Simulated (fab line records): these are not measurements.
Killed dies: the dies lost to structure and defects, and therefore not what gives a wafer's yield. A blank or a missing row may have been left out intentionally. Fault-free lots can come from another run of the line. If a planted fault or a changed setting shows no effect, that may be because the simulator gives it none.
Which tool was responsible? | flow rit cmos | 21 wafers from 7 lots sampled at 2 of the route's 202 steps

== WHAT THE GAUGES READ, wafer by wafer ==
RIT_M1_RS_MEAS_01: a four-point-probe measurement.
lot  | measured    | on            | M1_AL_RS (ohm/sq)
L970 | day 3 17:52 | film metro-03 | 0.0743 0.0741 0.0743
L973 | day 4 13:12 | film metro-04 | 0.0743 0.0724 0.0732
L976 | day 4 18:11 | film metro-04 | 0.0761 0.0737 0.0751
L978 | day 5 10:25 | film metro-03 | 0.0737 0.0746 0.0728
L985 | day 6 18:50 | film metro-04 | 0.0722 0.0840 0.0736
L988 | day 7 12:27 | film metro-03 | 0.0735 0.0746 0.0736
L992 | day 8 14:32 | film metro-01 | 0.0740 0.0743 0.0740

== WHAT TOOL EACH LOT RAN ON (gives the tool, then ch and the chambers of the sampled wafers, and finally the start) ==
lot  | RIT_M1_SPUTTER_00
L970 | pvd sputter-03, day 3 17:31
L973 | pvd sputter-02, day 4 13:00
L976 | pvd sputter-03, day 4 17:53
L978 | pvd sputter-02, day 5 10:04
L985 | pvd sputter-02, day 6 18:32
L988 | pvd sputter-03, day 7 12:07
L992 | pvd sputter-03, day 8 14:13
- RIT_M1_SPUTTER_00: material Al, target thk 400 nm, time 500 s.

== THE ANSWER, worked out from the rows above alone ==
Rule: the usual values come from the lots themselves. Put in order of their means at a reading, lots are off if they are a third of the lots or fewer, leave a main group of 4 or more, and stand apart from it by a gap of 3 or more times the standard deviation of the main group's means; of several such gaps the widest counts. The tables above print the reading to a certain number of digits; a main group whose means all agree to those digits is not used. A lot without any number at a reading at which 4 lots or more have one is off too. Any other lot the step has rows for is counted as sound.
Off: at RIT_M1_RS_MEAS_01 (M1_AL_RS), L985. The main group: mean 0.0740 ohm/sq, standard deviation 0.00051.
A tool fits if, at a process step before that reading, it ran every lot that is off, and no sound lot after the first of them. Those tools and the gauges at RIT_M1_RS_MEAS_01 are tried in the same way. Can't be told from this: 2 tools fit, pvd sputter-02 at RIT_M1_SPUTTER_00, film metro-04 at RIT_M1_RS_MEAS_01.

== WHAT THE SIMULATOR HAD PUT IN ==
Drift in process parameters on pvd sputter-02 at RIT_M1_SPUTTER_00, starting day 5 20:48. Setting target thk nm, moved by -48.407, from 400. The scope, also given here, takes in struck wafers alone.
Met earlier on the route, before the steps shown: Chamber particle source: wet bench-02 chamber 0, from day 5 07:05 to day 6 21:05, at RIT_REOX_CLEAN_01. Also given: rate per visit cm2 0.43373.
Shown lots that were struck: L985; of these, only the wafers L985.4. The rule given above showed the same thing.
